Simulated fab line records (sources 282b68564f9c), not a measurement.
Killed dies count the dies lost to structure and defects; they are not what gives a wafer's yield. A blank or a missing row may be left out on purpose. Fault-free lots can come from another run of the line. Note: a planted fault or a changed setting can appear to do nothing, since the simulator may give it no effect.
fab line records    flow rit-cmos
record: lots: 5  wafers: 23
route steps=202 shown SILICIDE@162 CONTACT@168 M1@184
start-h: the number of hours between the record's first day and the start of the first shown wafer of the lot    wait-h: hours since the lot's step before    " the same as in the row above    L1.1+2: several wafers, shown together as one row    - no value, or no start given    * or withheld: withheld    < > ~ a bound
route shown NAME@n: a module of which the file shows steps, and the number in the route of the first    usual: the fault-free wafers' mean and standard deviation    same: alike in all rows    chamber/n: place in a boat    sites: readings site by site    _std_site: the standard deviation of these    _edge_site: outer sites' mean less inner sites'    radius-mm: for every site, how far away it sits from the centre of the wafer    mask NAME#n: copy n    behind: tool/chamber where the wafer was last shaped    hold: the reason the lot was held/the length of the hold in hours/how it ended    device: the transistor (n, p or np) that didn't switch    end of line: the same wafers' tests at the end of the route    step lacking rows: just its recipe    killed: not the wafer's yield, but the dies lost to structure and defects at the first sort    map: dies across one wafer; x = killed, . = not, _ = none there
set.NAME: the setting the step ran with; set.NAME@STEP: the setting that earlier step ran with    model.NAME: the simulator's own value behind a step, which no gauge read
lots with deliberately changed settings; one table per step, one row per wafer
== steps ==
step: RIT_SILICIDE_SPUTTER_01
recipe: material: Ti  target-thk-nm: 30  power-w: 350  chamber-pressure-pa: 0.667  gas: Ar  time-s: 240  substrate-temp-c: 25
lot.wafer  tool            chamber  start-h  wait-h  set.chamber-pressure-pa  model.Ti_of_SILICIDE_SPUTTER_01.thk-nm
L075.1     pvd-sputter-02  -        55.86    0.0     0.6185                   31.22
L075.3     "               -        "        "       0.6185                   30.75
L075.4     "               -        "        "       0.6185                   31.48
L075.5     "               -        "        "       0.6185                   30.63
L075.6     "               -        "        "       0.6185                   31.06
L076.1     pvd-sputter-03  -        62.53    0.0     0.7082                   28.97
L076.2     "               -        "        "       0.7082                   29.46
L076.3     "               -        "        "       0.7082                   28.9
L076.4     "               -        "        "       0.7082                   28.92
L076.5     "               -        "        "       0.7082                   29.34
L078.1     pvd-sputter-03  -        70.37    0.0     0.6253                   30.32
L078.2     "               -        "        "       0.6253                   30.85
L078.3     "               -        "        "       0.6253                   30.03
L078.4     "               -        "        "       0.6253                   30.21
L078.6     "               -        "        "       0.6253                   30.68
L079.3     pvd-sputter-02  -        74.89    0.0     0.667                    30.19
L079.4     "               -        "        "       0.667                    29.78
L079.5     "               -        "        "       0.667                    30.1
L084.1     pvd-sputter-03  -        99.91    0.0     0.568                    30.99
L084.2     "               -        "        "       0.568                    31.46
L084.4     "               -        "        "       0.568                    31.03
L084.5     "               -        "        "       0.568                    31.34
L084.6     "               -        "        "       0.568                    31.14
step: RIT_SILICIDE_RS_MEAS_02
recipe: thk-meas-gauge: four-point-probe  reads: Ti_of_SILICIDE_SPUTTER_01
usual: SILICIDE_TI_RS: 47.8/0.76
lot.wafer  tool           chamber  start-h  wait-h  set.chamber-pressure-pa@SILICIDE_SPUTTER_01  SILICIDE_TI_RS[ohm/sq]
L075.1     film-metro-01  -        56.01    0.1     0.6185                                       40.0
L075.3     "              -        "        "       0.6185                                       40.7
L075.4     "              -        "        "       0.6185                                       39.6
L075.5     "              -        "        "       0.6185                                       41.0
L075.6     "              -        "        "       0.6185                                       40.2
L076.1     film-metro-01  -        62.68    0.1     0.7082                                       56.2
L076.2     "              -        "        "       0.7082                                       55.0
L076.3     "              -        "        "       0.7082                                       56.4
L076.4     "              -        "        "       0.7082                                       56.3
L076.5     "              -        "        "       0.7082                                       55.2
L078.1     film-metro-04  -        70.52    0.1     0.6253                                       42.1
L078.2     "              -        "        "       0.6253                                       41.2
L078.3     "              -        "        "       0.6253                                       42.6
L078.4     "              -        "        "       0.6253                                       42.3
L078.6     "              -        "        "       0.6253                                       41.6
L079.3     film-metro-01  -        75.08    0.1     0.667                                        47.6
L079.4     "              -        "        "       0.667                                        48.5
L079.5     "              -        "        "       0.667                                        47.7
L084.1     film-metro-03  -        100.06   0.1     0.568                                        35.2
L084.2     "              -        "        "       0.568                                        34.6
L084.4     "              -        "        "       0.568                                        35.1
L084.5     "              -        "        "       0.568                                        34.8
L084.6     "              -        "        "       0.568                                        35.0
step: RIT_CONTACT_CVD_00
recipe: material: SiO2  target-thk-nm: 400  precursor: TEOS  temp-c: 390  time-s: 61  rf-w: 400
lot.wafer  tool      chamber  start-h  wait-h  set.time-s  model.SiO2_of_CONTACT_CVD_00.thk-nm
L075.1     pecvd-01  0        56.37    0.1     69.14       451.1
L075.3     "         1        "        "       61          394.9
L075.4     "         1        "        "       69.14       456.6
L075.5     "         2        "        "       69.14       455.2
L075.6     "         0        "        "       61          402.1
L076.1     pecvd-03  1        63.04    0.1     61          396.4
L076.2+5   "         2,0      "        "       53.58       -
L076.3     "         0        "        "       61          391.7
L076.4     "         1        "        "       61          -
L078.1     pecvd-01  0        70.88    0.1     61          396.4
L078.2     "         2        "        "       61          392.7
L078.3     "         1        "        "       61          395.9
L078.4     "         2        "        "       61          401.8
L078.6     "         1        "        "       61          406.4
L079.3     pecvd-03  1        75.39    0.0     61          397.5
L079.4     "         1        "        "       61          400.9
L079.5     "         0        "        "       61          398.3
L084.1+2   pecvd-01  1,0      100.42   0.1     53.65       -
L084.4     "         1        "        "       61          405
L084.5     "         0        "        "       61          406.8
L084.6     "         2        "        "       53.65       352.6
step: RIT_CONTACT_THK_MEAS_01
recipe: reads: SiO2_of_CONTACT_CVD_00
usual: CONTACT_TEOS_THK: 401/4.6
lot.wafer  tool           chamber  start-h  wait-h  set.time-s@CONTACT_CVD_00  CONTACT_TEOS_THK[nm]
L075.1     film-metro-01  -        56.42    0.0     69.14                      451
L075.3     "              -        "        "       61                         395
L075.4     "              -        "        "       69.14                      456
L075.5     "              -        "        "       69.14                      455
L075.6     "              -        "        "       61                         402
L076.1     film-metro-04  -        63.09    0.0     61                         397
L076.2     "              -        "        "       53.58                      347
L076.3     "              -        "        "       61                         392
L076.4     "              -        "        "       61                         399
L076.5     "              -        "        "       53.58                      354
L078.1     film-metro-01  -        70.93    0.0     61                         396
L078.2     "              -        "        "       61                         392
L078.3     "              -        "        "       61                         396
L078.4     "              -        "        "       61                         402
L078.6     "              -        "        "       61                         406
L079.3     film-metro-04  -        75.46    0.0     61                         398
L079.4     "              -        "        "       61                         401
L079.5     "              -        "        "       61                         398
L084.1     film-metro-02  -        100.47   0.0     53.65                      354
L084.2     "              -        "        "       53.65                      351
L084.4     "              -        "        "       61                         405
L084.5     "              -        "        "       61                         407
L084.6     "              -        "        "       53.65                      352
step: RIT_M1_SPUTTER_00
recipe: material: Al  target-thk-nm: 400  power-w: 2000  chamber-pressure-pa: 0.4  gas: Ar  time-s: 500  substrate-temp-c: 25
lot.wafer  tool            chamber  start-h  wait-h  set.time-s  model.Al_of_M1_SPUTTER_00.thk-nm
L075.1     pvd-sputter-04  -        58.59    0.0     500         403
L075.3     "               -        "        "       477.9       379.8
L075.4     "               -        "        "       500         400
L075.5     "               -        "        "       477.9       376.5
L075.6     "               -        "        "       477.9       380.7
L076.1     pvd-sputter-01  -        65.38    0.0     500         401.8
L076.2     "               -        "        "       569.9       454.6
L076.3     "               -        "        "       500         400
L076.4     "               -        "        "       569.9       449.3
L076.5     "               -        "        "       569.9       456
L078.1     pvd-sputter-01  -        73.24    0.0     523.9       416.5
L078.2     "               -        "        "       500         408.5
L078.3     "               -        "        "       523.9       418.6
L078.4     "               -        "        "       500         404.7
L078.6     "               -        "        "       500         408.1
L079.3     pvd-sputter-04  -        77.74    0.0     500         395.6
L079.4     "               -        "        "       500         398.8
L079.5     "               -        "        "       500         396
L084.1     pvd-sputter-01  -        102.66   0.0     550.9       434.5
L084.2     "               -        "        "       550.9       434.8
L084.4     "               -        "        "       500         399.3
L084.5     "               -        "        "       500         392.7
L084.6     "               -        "        "       500         393
step: RIT_M1_RS_MEAS_01
recipe: thk-meas-gauge: four-point-probe  reads: Al_of_M1_SPUTTER_00
usual: M1_AL_RS: 0.0734/0.0008
lot.wafer  tool           chamber  start-h  wait-h  set.time-s@M1_SPUTTER_00  M1_AL_RS[ohm/sq]
L075.1     film-metro-02  -        58.89    0.1     500                       0.0729
L075.3     "              -        "        "       477.9                     0.0774
L075.4     "              -        "        "       500                       0.0736
L075.5     "              -        "        "       477.9                     0.0781
L075.6     "              -        "        "       477.9                     0.0774
L076.1     film-metro-02  -        65.68    0.1     500                       0.0732
L076.2     "              -        "        "       569.9                     0.0644
L076.3     "              -        "        "       500                       0.0734
L076.4     "              -        "        "       569.9                     0.0653
L076.5     "              -        "        "       569.9                     0.0643
L078.1     film-metro-02  -        73.53    0.1     523.9                     0.0705
L078.2     "              -        "        "       500                       0.0718
L078.3     "              -        "        "       523.9                     0.0701
L078.4     "              -        "        "       500                       0.0725
L078.6     "              -        "        "       500                       0.0719
L079.3     film-metro-02  -        78.08    0.2     500                       0.0742
L079.4     "              -        "        "       500                       0.0737
L079.5     "              -        "        "       500                       0.0741
L084.1     film-metro-04  -        102.96   0.1     550.9                     0.0674
L084.2     "              -        "        "       550.9                     0.0673
L084.4     "              -        "        "       500                       0.0734
L084.5     "              -        "        "       500                       0.0749
L084.6     "              -        "        "       500                       0.0747
step: RIT_M1_THK_MEAS_02
recipe: thk-meas-gauge: xrf  reads: Al_of_M1_SPUTTER_00
usual: M1_AL_THK: 401/5.2
lot.wafer  tool           chamber  start-h  wait-h  set.time-s@M1_SPUTTER_00  M1_AL_THK[nm]
L075.1     film-metro-02  -        59.01    0.1     500                       401
L075.3     "              -        "        "       477.9                     379
L075.4     "              -        "        "       500                       400
L075.5     "              -        "        "       477.9                     377
L075.6     "              -        "        "       477.9                     380
L076.1     film-metro-02  -        65.80    0.1     500                       402
L076.2     "              -        "        "       569.9                     453
L076.3     "              -        "        "       500                       398
L076.4     "              -        "        "       569.9                     446
L076.5     "              -        "        "       569.9                     456
L078.1     film-metro-02  -        73.65    0.1     523.9                     414
L078.2     "              -        "        "       500                       406
L078.3     "              -        "        "       523.9                     417
L078.4     "              -        "        "       500                       403
L078.6     "              -        "        "       500                       406
L079.3     film-metro-02  -        78.18    0.1     500                       393
L079.4     "              -        "        "       500                       399
L079.5     "              -        "        "       500                       394
L084.1     film-metro-04  -        103.08   0.1     550.9                     437
L084.2     "              -        "        "       550.9                     438
L084.4     "              -        "        "       500                       401
L084.5     "              -        "        "       500                       393
L084.6     "              -        "        "       500                       394
step: RIT_M1_DEVELOP_08
recipe: resist: NOVOLAK  develop-time-s: 68  dev-temp-c: 23
lot.wafer       tool            chamber  start-h  wait-h  set.develop-time-s
L075.1+4+6      litho-track-04  0        -        -       68
L075.3+5        "               0        "        "       61.25
L076.1+2        litho-track-02  0        -        -       68
L076.3+4+5      "               0        "        "       63.76
L078.1+2+6      litho-track-02  0        -        -       68
L078.3+4        "               0        "        "       58.11
L079.3+4+5      litho-track-02  0        -        -       68
L084.1+2+4+5+6  litho-track-02  0        -        -       68
step: RIT_M1_CD_MEAS_09
recipe: target-cd-nm: 2600
usual: cd-nm: 2600.2/2.5
lot.wafer  tool       chamber  start-h  wait-h  set.develop-time-s@M1_DEVELOP_08  cd-nm
L075.1     cd-sem-02  -        60.07    -       68                                2602.9
L075.3     "          -        "        "       61.25                             2614.8
L075.4     "          -        "        "       68                                2603.5
L075.5     "          -        "        "       61.25                             2614.1
L075.6     "          -        "        "       68                                2601.5
L076.1     cd-sem-02  -        66.74    -       68                                2599.2
L076.2     "          -        "        "       68                                2603.0
L076.3     "          -        "        "       63.76                             2604.2
L076.4     "          -        "        "       63.76                             2607.5
L076.5     "          -        "        "       63.76                             2605.9
L078.1     cd-sem-02  -        74.59    -       68                                2597.7
L078.2     "          -        "        "       68                                2596.8
L078.3     "          -        "        "       58.11                             2614.3
L078.4     "          -        "        "       58.11                             2615.2
L078.6     "          -        "        "       68                                2597.1
L079.3     cd-sem-01  -        79.26    -       68                                2597.2
L079.4     "          -        "        "       68                                2595.0
L079.5     "          -        "        "       68                                2597.5
L084.1     cd-sem-01  -        104.22   -       68                                2597.2
L084.2     "          -        "        "       68                                2599.0
L084.4     "          -        "        "       68                                2599.5
L084.5     "          -        "        "       68                                2598.4
L084.6     "          -        "        "       68                                2599.4
step: RIT_M1_METAL_ETCH_12
recipe: stop-on: SiO2  chemistry: Cl2/BCl3  target: Al  time-s: 165  over-etch-frac: 0.5  pressure-mtorr: 100  target-depth-a: 6000  rf-w: 250  Cl2_flow_sccm: 60  bcl3-flow-sccm: 50
usual: oes-product-au: 0.772/0.012
lot.wafer  tool          chamber  start-h  wait-h  set.rf-w  set.time-s@M1_SPUTTER_00  set.develop-time-s@M1_DEVELOP_08  oes-product-au  model.M1.cd-nm  model.NOVOLAK_of_M1_COAT_04.thk-nm
L075.1     rie-metal-04  0        60.48    0.2     228.1     500                       68                                0.763           2604            820.6
L075.3     "             1        "        "       250       477.9                     61.25                             0.761           2616            803.8
L075.4     "             0        "        "       250       500                       68                                0.769           2600            797.6
L075.5     "             0        "        "       250       477.9                     61.25                             0.739           2611            791.9
L075.6     "             1        "        "       228.1     477.9                     68                                0.757           2605            831.9
L076.1     rie-metal-03  0        67.15    0.2     250       500                       68                                0.779           2600            820.2
L076.2     "             1        "        "       250       569.9                     68                                0.839           2603            -
L076.3     "             0        "        "       250       500                       63.76                             0.782           2606            816.8
L076.4     "             1        "        "       250       569.9                     63.76                             0.830           2607            -
L076.5     "             1        "        "       250       569.9                     63.76                             0.835           2606            -
L078.1     rie-metal-04  0        75.00    0.2     241.2     523.9                     68                                0.780           2596            801.5
L078.2     "             1        "        "       241.2     500                       68                                0.796           2600            810.7
L078.3     "             0        "        "       250       523.9                     58.11                             0.782           2612            789
L078.4     "             1        "        "       241.2     500                       58.11                             0.785           2619            813.2
L078.6     "             0        "        "       250       500                       68                                0.774           2594            788.4
L079.3     rie-metal-03  1        79.68    0.2     250       500                       68                                0.774           2598            801
L079.4     "             0        "        "       250       500                       68                                0.777           2597            810.1
L079.5     "             1        "        "       250       500                       68                                0.770           2598            801.5
L084.1     rie-metal-04  1        104.63   0.2     274.1     550.9                     68                                0.820           2594            -
L084.2     "             0        "        "       250       550.9                     68                                0.803           2598            -
L084.4     "             0        "        "       274.1     500                       68                                0.763           2593            758.8
L084.5     "             1        "        "       250       500                       68                                0.769           2599            805
L084.6     "             0        "        "       274.1     500                       68                                0.754           2592            754.9
step: RIT_M1_STRIP_13
recipe: chemistry: nmp  resist: NOVOLAK  temp-c: 80  time-s: 600  dry: n2-spin
step: RIT_M1_STRIP_14
recipe: chemistry: O2  time-s: 180  platen-temp-c: withheld  power-w: 500  pressure-mtorr: 4000  o2-flow-sccm: 4000
step: RIT_M1_CD_MEAS_90
recipe: target-cd-nm: 2600
usual: cd-nm: 2600.7/2.8
lot.wafer  tool       chamber  start-h  wait-h  set.develop-time-s@M1_DEVELOP_08  cd-nm
L075.1     cd-sem-02  -        60.99    0.1     68                                2604.2
L075.3     "          -        "        "       61.25                             2615.1
L075.4     "          -        "        "       68                                2600.0
L075.5     "          -        "        "       61.25                             2611.2
L075.6     "          -        "        "       68                                2605.2
L076.1     cd-sem-02  -        67.68    0.1     68                                2599.9
L076.2     "          -        "        "       68                                2602.6
L076.3     "          -        "        "       63.76                             2605.8
L076.4     "          -        "        "       63.76                             2607.0
L076.5     "          -        "        "       63.76                             2605.7
L078.1     cd-sem-01  -        75.51    0.1     68                                2596.5
L078.2     "          -        "        "       68                                2599.6
L078.3     "          -        "        "       58.11                             2612.2
L078.4     "          -        "        "       58.11                             2619.2
L078.6     "          -        "        "       68                                2594.3
L079.3     cd-sem-02  -        80.21    0.1     68                                2597.6
L079.4     "          -        "        "       68                                2596.7
L079.5     "          -        "        "       68                                2598.2
L084.1     cd-sem-02  -        105.16   0.1     68                                2594.3
L084.2     "          -        "        "       68                                2597.9
L084.4     "          -        "        "       68                                2593.0
L084.5     "          -        "        "       68                                2599.2
L084.6     "          -        "        "       68                                2592.6
step: RIT_M1_ANNEAL_15
recipe: temp-c: 450  time-s: 1800  ambient: forming_gas_H2N2
step: RIT_M1_PROBE_99
lot.wafer  tool       chamber  start-h  wait-h  set.develop-time-s@GATE_DEVELOP_15  model.etest.pmos_0p15.r-on-ohm-um  model.etest.pmos-turned.r-on-ohm-um  model.etest.nmos_0p15.drive-ua-um  model.etest.pmos_0p15.drive-ua-um  model.etest.npoly-line.line-ohm-um  model.etest.ppoly-line.line-ohm-um
L075.1     prober-02  -        62.73    0.1     50                                  2715                               3381                                 474                                263.9                              164                                 160.1
L075.3     prober-02  -        62.83    0.2     50                                  2654                               3300                                 471.9                              267.3                              161.2                               157
L075.4     prober-02  -        62.88    0.2     50                                  2607                               3251                                 487.9                              275.3                              164.3                               160.3
L075.5     prober-02  -        62.93    0.2     50                                  2652                               3260                                 485.5                              268.5                              162.5                               159.3
L075.6     prober-02  -        62.98    0.2     50                                  2620                               3234                                 492.7                              271.4                              159.4                               154.1
L076.1     prober-01  -        69.42    0.1     50                                  2909                               3452                                 473                                245.3                              168.5                               161.1
L076.2     prober-01  -        69.47    0.1     50                                  2800                               3366                                 472.5                              256.5                              166.8                               162.7
L076.3     prober-01  -        69.52    0.2     50                                  2740                               3314                                 479                                261.5                              173.4                               167.3
L076.4     prober-01  -        69.57    0.2     50                                  2849                               3400                                 472.1                              256.3                              169.2                               165
L076.5     prober-01  -        69.62    0.2     50                                  2755                               3261                                 475.7                              260.9                              165.8                               158.6
L078.1     prober-01  -        77.25    0.1     54.96                               2460                               3285                                 546.9                              297.5                              207.9                               198.7
L078.2     prober-01  -        77.30    0.1     54.96                               2288                               3060                                 566.4                              320.2                              209.3                               199.8
L078.3     prober-01  -        77.35    0.2     50                                  2729                               3530                                 484.1                              261.9                              173.5                               166.3
L078.4     prober-01  -        77.40    0.2     50                                  2741                               3573                                 468.3                              258.2                              173.4                               160.6
L078.6     prober-01  -        77.50    0.2     54.96                               2453                               3262                                 539                                302.6                              203                                 194.4
L079.3     prober-02  -        82.01    0.2     50                                  2813                               3461                                 457.2                              256.4                              160.2                               157
L079.4     prober-02  -        82.06    0.2     50                                  2925                               3588                                 442                                240.8                              160.2                               155.3
L079.5     prober-02  -        82.11    0.2     50                                  2766                               3427                                 453                                255.6                              161                                 155.8
L084.1     prober-02  -        106.90   0.1     50                                  2994                               3646                                 463.1                              241.6                              162.7                               159.7
L084.2     prober-02  -        106.95   0.1     50                                  2858                               3551                                 479.9                              249.2                              165.3                               162.1
L084.4     prober-02  -        107.05   0.2     54.46                               2442                               3065                                 552.5                              298.8                              199.2                               189.9
L084.5     prober-02  -        107.10   0.2     54.46                               2524                               3211                                 544.4                              292.6                              197.8                               190.3
L084.6     prober-02  -        107.15   0.2     50                                  2857                               3552                                 471.4                              248.1                              162.4                               158.2
killed by level:class
L079.3 SILICIDE:geometric-particle:open=2 ACTIVE:geometric-particle:short=1 REOX:geometric-particle:short=1
L079.4 REOX:geometric-particle:open=2 FOX1:geometric-particle:short=1 FOX2:geometric-particle:short=1 SPACER:geometric-particle:open=1 SILICIDE:geometric-particle:open=1
L079.5 FOX2:geometric-particle:short=4 SILICIDE:geometric-particle:open=4 FOX2:geometric-particle:open=1 GATE:geometric-particle:short=1 REOX:geometric-particle:short=1 SILICIDE:geometric-particle:short=1
== key ==
split: step: RIT_SILICIDE_SPUTTER_01  setting: chamber-pressure-pa  stated: 0.667  by: lot
response: step: RIT_SILICIDE_SPUTTER_01  reading: model.Ti_of_SILICIDE_SPUTTER_01.thk-nm  change: -0.101  per: 1%  r: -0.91
response: step: RIT_SILICIDE_RS_MEAS_02  reading: SILICIDE_TI_RS  change: +1  per: 1%  r: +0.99
split: step: RIT_CONTACT_CVD_00  setting: time-s  stated: 61  by: wafer
response: step: RIT_CONTACT_CVD_00  reading: model.SiO2_of_CONTACT_CVD_00.thk-nm  change: +4.25  per: 1%  r: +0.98
response: step: RIT_CONTACT_THK_MEAS_01  reading: CONTACT_TEOS_THK  change: +4.12  per: 1%  r: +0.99
split: step: RIT_M1_SPUTTER_00  setting: time-s  stated: 500  by: wafer
response: step: RIT_M1_SPUTTER_00  reading: model.Al_of_M1_SPUTTER_00.thk-nm  change: +3.77  per: 1%  r: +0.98
response: step: RIT_M1_RS_MEAS_01  reading: M1_AL_RS  change: -0.000645  per: 1%  r: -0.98
response: step: RIT_M1_THK_MEAS_02  reading: M1_AL_THK  change: +3.78  per: 1%  r: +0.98
response: step: RIT_M1_METAL_ETCH_12  reading: oes-product-au  change: +0.00382  per: 1%  r: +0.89
split: step: RIT_M1_DEVELOP_08  setting: develop-time-s  stated: 68  by: wafer
response: step: RIT_M1_CD_MEAS_09  reading: cd-nm  change: -1.15  per: 1%  r: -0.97
response: step: RIT_M1_METAL_ETCH_12  reading: model.M1.cd-nm  change: -1.16  per: 1%  r: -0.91
response: step: RIT_M1_CD_MEAS_90  reading: cd-nm  change: -1.16  per: 1%  r: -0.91
split: step: RIT_M1_METAL_ETCH_12  setting: rf-w  stated: 250  by: wafer
response: step: RIT_M1_METAL_ETCH_12  reading: model.NOVOLAK_of_M1_COAT_04.thk-nm  change: -4.1  per: 1%  r: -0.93
split outside-this-file step=RIT_GATE_DEVELOP_15 setting=develop-time-s
split outside-this-file: this setting was split too, and the file shows its column; the key of that split is in another file
